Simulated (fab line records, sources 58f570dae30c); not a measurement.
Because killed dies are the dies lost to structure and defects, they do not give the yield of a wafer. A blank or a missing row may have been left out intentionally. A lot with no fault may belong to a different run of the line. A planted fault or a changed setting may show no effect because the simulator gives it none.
One fault through the eyes of 2 desks ; flow berkeley cmos170 ; only its own numbers are on each desk; what lay behind them is given at the end

FROM THE METROLOGY DESK
Lot by lot, what the gauges showed, no matter which tool ran the lot: averages of those sampled wafers that carry a number. Marked OUT: a lot whose mean sits more than 4 standard deviations from the usual mean, which makes it out of limits; the brackets give that distance.
Columns: A = PWELL_OVL at UCB170_PWELL_OVL_MEAS_13, usual 4 nm; B = PFIELD_TW at UCB170_PFIELD_TW_MEAS_09, usual 607
lot;first seen here;A;B
L567;day 3 08:27;-1;603
L568;day 3 08:49;2;606
L569;day 3 08:52;1;608
L570;day 3 14:57;5;607
L571;day 4 06:05;-1;613
L572;day 4 06:11;11;605
L573;day 4 12:49;12;613
L575;day 4 12:52;-1;603
L574;day 4 12:58;8;606
L576;day 4 22:25;4;608
L577;day 5 07:50;5;607
L578;day 5 11:10;2;598
L582;day 6 09:02;6;709 (+22) OUT
L584;day 7 03:19;7;705 (+21) OUT
Per this desk, out of limits: L582, L584; the first was L582, day 7 11:44 (PFIELD_TW at UCB170_PFIELD_TW_MEAS_09). In limits: L567, L568, L569, L570, L571, L572, L573, L575, L574, L576, L577, L578.

TOOL OWNER'S DESK, implanter-02
The tool's own readings at UCB170_PFIELD_IMPLANT_07: means of the sampled wafers that have a number, for each lot that ran on this tool. Marked OUT: a lot whose mean sits more than 4 standard deviations from the usual mean, which makes it out of limits; the brackets give that distance.
Columns: A = dose ions cm2 at UCB170_PFIELD_IMPLANT_07, usual 2.0002e+13; B = faraday current uA at UCB170_PFIELD_IMPLANT_07, usual 63.4
lot;first seen here;A;B
L567;day 4 19:55;2.0016e+13;63.3
L570;day 4 22:58;2.0048e+13;64.1
L571;day 5 07:32;1.9973e+13;62.9
L574;day 5 17:14;1.9999e+13;63.3
L576;day 6 03:32;2.0004e+13;62.8
L577;day 6 19:29;2.0013e+13;62.8
L578;day 7 01:23;2.0014e+13;63.9
L582;day 7 11:32;3.2609e+13 (+99 or more) OUT;105.0 (+30) OUT
L584;day 8 09:07;3.2593e+13 (+99 or more) OUT;102.5 (+28) OUT
This desk's verdict: out of limits on L582, L584, starting with L582 at day 7 11:32 (dose ions cm2 at UCB170_PFIELD_IMPLANT_07). In limits: L567, L570, L571, L574, L576, L577, L578.

PUT TOGETHER
An alarm could have come from the tool owner's desk at day 7 11:32, on L582, L584.
Metrology desk: alarm possible at day 7 11:44 on L582, L584.
The lots listed all ran UCB170_PFIELD_IMPLANT_07 on implanter-02.

WHAT THE SIMULATOR HAD INSERTED
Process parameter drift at UCB170_PFIELD_IMPLANT_07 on implanter-02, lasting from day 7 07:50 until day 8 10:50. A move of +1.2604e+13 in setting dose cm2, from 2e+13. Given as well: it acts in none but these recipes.
Lots struck among those shown: L582, L584.
Hours from the fault's start to each desk's first reading out of limits: the tool owner's desk, 4; the metrology desk, 4.
